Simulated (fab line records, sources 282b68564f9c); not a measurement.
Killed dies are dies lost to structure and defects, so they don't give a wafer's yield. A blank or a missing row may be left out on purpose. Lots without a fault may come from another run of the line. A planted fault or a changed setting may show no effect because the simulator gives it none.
One fault seen from 2 desks | flow rit_cmos | each desk has only its own numbers; what lay behind them comes last

THE METROLOGY DESK
What the gauges read, lot by lot, whatever tool the lot ran on: means of the sampled wafers that have a number. A lot is out of limits, marked OUT, if its mean lies more than 4 standard deviations from the usual mean; the brackets give that distance.
Columns: A = NRETRO_OVL at RIT_NRETRO_OVL_MEAS_06, usual -0.4 nm; B = NRETRO_TW at RIT_NRETRO_TW_MEAS_10, usual 1053; C = PRETRO_OVL at RIT_PRETRO_OVL_MEAS_06, usual 0.1 nm
lot  | first seen here | A    | B    | C
L130 | day 2 04:44     | 0.5  | 1065 | 0.0
L135 | day 3 06:26     | -1.4 | 1042 | -0.7
L141 | day 4 11:58     | -1.2 | 1047 | 0.2
L142 | day 4 17:51     | -0.8 | 1048 | -0.2
L144 | day 5 03:50     | -1.5 | 1057 | -0.7
L147 | day 5 18:19     | -0.6 | 1055 | 1.6
L148 | day 6 00:05     | -0.2 | 1043 | 2.0
This desk's finding: nothing out of limits on any of the 7 lots.

THE TOOL OWNER'S DESK: litho_track-01
The tool's own readings at RIT_PRETRO_HARDBAKE_07 (time 120 s): means of the sampled wafers that have a number, for each lot that ran on this tool. A lot is out of limits, marked OUT, if its mean lies more than 4 standard deviations from the usual mean; the brackets give that distance.
Columns: A = heater_power_total_W at RIT_PRETRO_HARDBAKE_07, usual 52.03 W; B = plate_temp_C at RIT_PRETRO_HARDBAKE_07, usual 140.02 C
lot  | first seen here | A               | B
L130 | day 2 06:27     | 52.01           | 139.96
L135 | day 3 08:09     | 52.00           | 139.95
L141 | day 4 13:40     | 56.91 (+75) OUT | 150.37 (+74) OUT
L142 | day 4 19:41     | 56.91 (+75) OUT | 150.20 (+73) OUT
L144 | day 5 05:33     | 57.02 (+77) OUT | 150.32 (+74) OUT
This desk's finding: out of limits on L141, L142, L144; first on L141, day 4 13:40 (heater_power_total_W at RIT_PRETRO_HARDBAKE_07). In limits: L130, L135.

PUT TOGETHER
The tool owner's desk could have raised an alarm at day 4 13:40, on L141, L142, L144.
The metrology desk saw nothing out of limits.
The metrology desk has L141, L142, L144 on record, within its limits.
Of the lots named, all ran RIT_PRETRO_HARDBAKE_07 on litho_track-01.

WHAT THE SIMULATOR HAD PUT IN
Process parameter drift: litho_track-01, from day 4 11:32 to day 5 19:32, at RIT_PRETRO_HARDBAKE_07. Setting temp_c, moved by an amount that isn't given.
Lots struck among those shown: L141, L142, L144.
Hours from the fault's start to each desk's first reading out of limits: the tool owner's desk, 2.
